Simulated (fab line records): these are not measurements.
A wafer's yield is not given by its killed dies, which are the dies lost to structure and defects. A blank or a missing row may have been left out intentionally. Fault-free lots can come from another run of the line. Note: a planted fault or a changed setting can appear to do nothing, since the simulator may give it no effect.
Which tool was responsible? + flow rit-cmos + 15 lots, 45 wafers sampled, at 1 step of a route of 202

## WHAT THE GAUGES SHOWED, per wafer
Not one reading of a measure or inspect step in the record can be checked against a usual standard deviation.

## WHICH TOOL RAN EACH LOT (tool, then ch and the chambers of the sampled wafers, then the start)
| lot  | RIT_PRETRO_DEVELOP_05            |
|------|----------------------------------|
| L443 | litho-track-03 ch 0, day 2 11:00 |
| L444 | litho-track-02 ch 0, day 2 18:00 |
| L446 | litho-track-02 ch 0, day 3 03:00 |
| L449 | litho-track-03 ch 0, day 3 17:00 |
| L450 | litho-track-03, day 3 22:00      |
| L451 | litho-track-03, day 4 03:00      |
| L452 | litho-track-02, day 4 09:00      |
| L455 | litho-track-03 ch 0, day 5 01:00 |
| L456 | litho-track-04 ch 0, day 5 04:00 |
| L457 | litho-track-03 ch 0, day 5 09:00 |
| L458 | litho-track-03 ch 0, day 5 15:00 |
| L459 | litho-track-02 ch 0, day 5 22:00 |
| L460 | litho-track-02 ch 0, day 6 02:00 |
| L464 | litho-track-03 ch 0, day 6 21:00 |
| L465 | litho-track-02 ch 0, day 7 02:00 |
- RIT_PRETRO_DEVELOP_05: develop time 68 s.

## WHAT THE TOOLS THEMSELVES READ (means of the sampled wafers that have a number; where no wafer has one, the mark that the record gives instead)
RIT_PRETRO_DEVELOP_05.
| lot  | tool           | chill-plate-temp-C (C) |
|------|----------------|------------------------|
| L443 | litho-track-03 | 23.00                  |
| L444 | litho-track-02 | 23.01                  |
| L446 | litho-track-02 | 23.01                  |
| L449 | litho-track-03 | 22.79                  |
| L450 | litho-track-03 | -                      |
| L451 | litho-track-03 | -                      |
| L452 | litho-track-02 | -                      |
| L455 | litho-track-03 | 22.96                  |
| L456 | litho-track-04 | 22.97                  |
| L457 | litho-track-03 | 22.88                  |
| L458 | litho-track-03 | 22.94                  |
| L459 | litho-track-02 | 23.03                  |
| L460 | litho-track-02 | 23.07                  |
| L464 | litho-track-03 | 22.95                  |
| L465 | litho-track-02 | 23.00                  |

## THE ANSWER, worked out from the rows above alone
Rule: what is usual is taken from the lots themselves. Put in order of their means at a reading, lots are off if they are a third of the lots or fewer, leave a main group of 4 or more, and stand apart from it by a gap of 3 or more times the standard deviation of the main group's means; of several such gaps the widest counts. If all means in a main group match to the digits the tables above print for the reading, that group is not used. A lot without any number at a reading at which 4 lots or more have one is off too. Any other lot the step has rows for is counted as sound. After the gauges, taken in route order, come the tools' own readings; for these a lot's mean is taken, as printed above. At the first step where some lot is off, the reading lying furthest off is the one used; lots without a number count as furthest.
Off: L450, L451, L452 (RIT_PRETRO_DEVELOP_05, chill-plate-temp-C). Without a number there: L450, L451, L452. The main group: mean 22.97 C, standard deviation 0.071.
If a tool, at that step or one of the process steps before it, ran each lot that is off and ran no sound lot following the first of them, it fits. No candidate that was tried fits.

## WHAT THE SIMULATOR HAD PUT IN
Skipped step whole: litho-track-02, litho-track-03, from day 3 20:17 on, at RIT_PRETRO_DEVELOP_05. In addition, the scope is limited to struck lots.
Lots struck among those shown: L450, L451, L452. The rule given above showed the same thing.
